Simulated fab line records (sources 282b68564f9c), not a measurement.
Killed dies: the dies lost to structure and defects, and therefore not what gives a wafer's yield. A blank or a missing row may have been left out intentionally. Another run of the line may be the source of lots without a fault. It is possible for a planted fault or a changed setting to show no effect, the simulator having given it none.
Shared-tool check | flow ritCmos | 15 lots and 54 wafers in the sample

== REASON IT WAS OPENED ==
RIT_NRETRO_OVL_MEAS_06, reading NRETRO_OVL: flagged on 3 of 15 lots. Wafers without a fault read -0.7 nm, standard deviation 1.2.
Rule: a lot is flagged in two cases, either no wafer of it has a number, or all its wafers with numbers fall more than 4 standard deviations from that mean. The rest of the lots are taken to be sound.

lot  | measured    | on         | NRETRO_OVL (nm), wafer by wafer     | flag
L297 | day 2 12:59 | overlay-02 | -2.3 -0.2 -0.5                      | 
L298 | day 2 17:20 | overlay-02 | -1.6 -1.2 -1.5                      | 
L299 | day 2 22:17 | overlay-02 | 0.3 2.3 -0.1                        | 
L301 | day 3 10:23 | overlay-02 | -1.1 1.9 -0.7                       | 
L302 | day 3 15:31 | overlay-02 | -1.6 -3.7 -0.7                      | 
L303 | day 3 17:00 | overlay-02 | 0.9 -0.3 -0.2                       | 
L305 | day 4 03:47 | overlay-01 | -0.5 -0.9 -2.2                      | 
L307 | day 4 14:38 | overlay-01 | -0.2 -1.0 0.8                       | 
L308 | day 5 00:47 | overlay-01 | 1.7 -1.0 -0.4                       | 
L309 | day 5 04:19 | overlay-01 | 417.2 419.8 419.0 417.8 420.0 419.5 | FLAGGED
L310 | day 5 05:44 | overlay-02 | 417.7 417.5 416.5 418.6 417.4 417.3 | FLAGGED
L312 | day 5 20:59 | overlay-01 | 420.0 419.5 419.8 420.7 420.2 421.0 | FLAGGED
L316 | day 7 04:13 | overlay-01 | -0.3 -2.9 -0.6                      | 
L317 | day 7 10:14 | overlay-01 | 0.2 0.5 -0.1                        | 
L319 | day 7 16:59 | overlay-02 | -1.8 -1.8 -1.8                      | 
Averaged over the flagged lots the numbers come to 418.9 nm, +419.6 nm from the usual (+99 or more standard deviations).

== LOT BY LOT: THE TOOL USED ==
The record holds 1 process step before the reading, out of a route of 202 steps. Read each cell as the tool, then ch plus the chambers that the sampled wafers visited, then the start.
lot  | flag    | RIT_NRETRO_EXPOSE_03
L297 |         | ilineStepper-01 ch 0, day 2 12:35
L298 |         | ilineStepper-02 ch 0, day 2 16:55
L299 |         | ilineStepper-01 ch 0, day 2 21:52
L301 |         | ilineStepper-01 ch 0, day 3 09:57
L302 |         | ilineStepper-01 ch 0, day 3 15:07
L303 |         | ilineStepper-02 ch 0, day 3 16:34
L305 |         | ilineStepper-01 ch 0, day 4 03:21
L307 |         | ilineStepper-01 ch 0, day 4 14:13
L308 |         | ilineStepper-02 ch 0, day 5 00:22
L309 | FLAGGED | ilineStepper-02 ch 0, day 5 03:53
L310 | FLAGGED | ilineStepper-02 ch 0, day 5 05:19
L312 | FLAGGED | ilineStepper-02 ch 0, day 5 20:33
L316 |         | ilineStepper-01 ch 0, day 7 03:48
L317 |         | ilineStepper-01 ch 0, day 7 09:49
L319 |         | ilineStepper-01 ch 0, day 7 16:33
What is done by these steps:
- RIT_NRETRO_EXPOSE_03: exposes mask M4, target cd 43900 nm.
- RIT_NRETRO_OVL_MEAS_06

== FLAGGED AGAINST TOTAL, ONE TOOL AT A TIME (gauges that did the reading follow at the end) ==
step                   | tool            | lots run | flagged | share of the flagged lots | sound lots run after its first flagged lot
RIT_NRETRO_EXPOSE_03   | ilineStepper-01 | 9        | 0       | none                      | -
RIT_NRETRO_EXPOSE_03   | ilineStepper-02 | 6        | 3       | all                       | 0
RIT_NRETRO_OVL_MEAS_06 | overlay-01      | 7        | 2       | some                      | 2 (L316,L317)
RIT_NRETRO_OVL_MEAS_06 | overlay-02      | 8        | 1       | some                      | 1 (L319)

== WHAT THE TABLE PERMITS ==
All flagged lots share 1 row of the table, namely ilineStepper-02 at RIT_NRETRO_EXPOSE_03.
- ilineStepper-02 at RIT_NRETRO_EXPOSE_03: 3 of its 6 lots flagged. It ran its last sound lot, L308, at day 5 00:22 and its first flagged lot, L309, at day 5 03:53: a fault with its onset between the two fits.
Left over: one tool, ilineStepper-02 at RIT_NRETRO_EXPOSE_03.

== WHAT HAD BEEN PUT IN BY THE SIMULATOR ==
Scanner matching overlay: ilineStepper-02, from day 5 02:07 on, at RIT_NRETRO_EXPOSE_03. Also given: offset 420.
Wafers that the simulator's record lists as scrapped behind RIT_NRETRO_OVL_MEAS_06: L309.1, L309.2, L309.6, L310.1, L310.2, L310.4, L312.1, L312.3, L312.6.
Struck lots among those shown: L309, L310, L312. Same finding as the rule above.
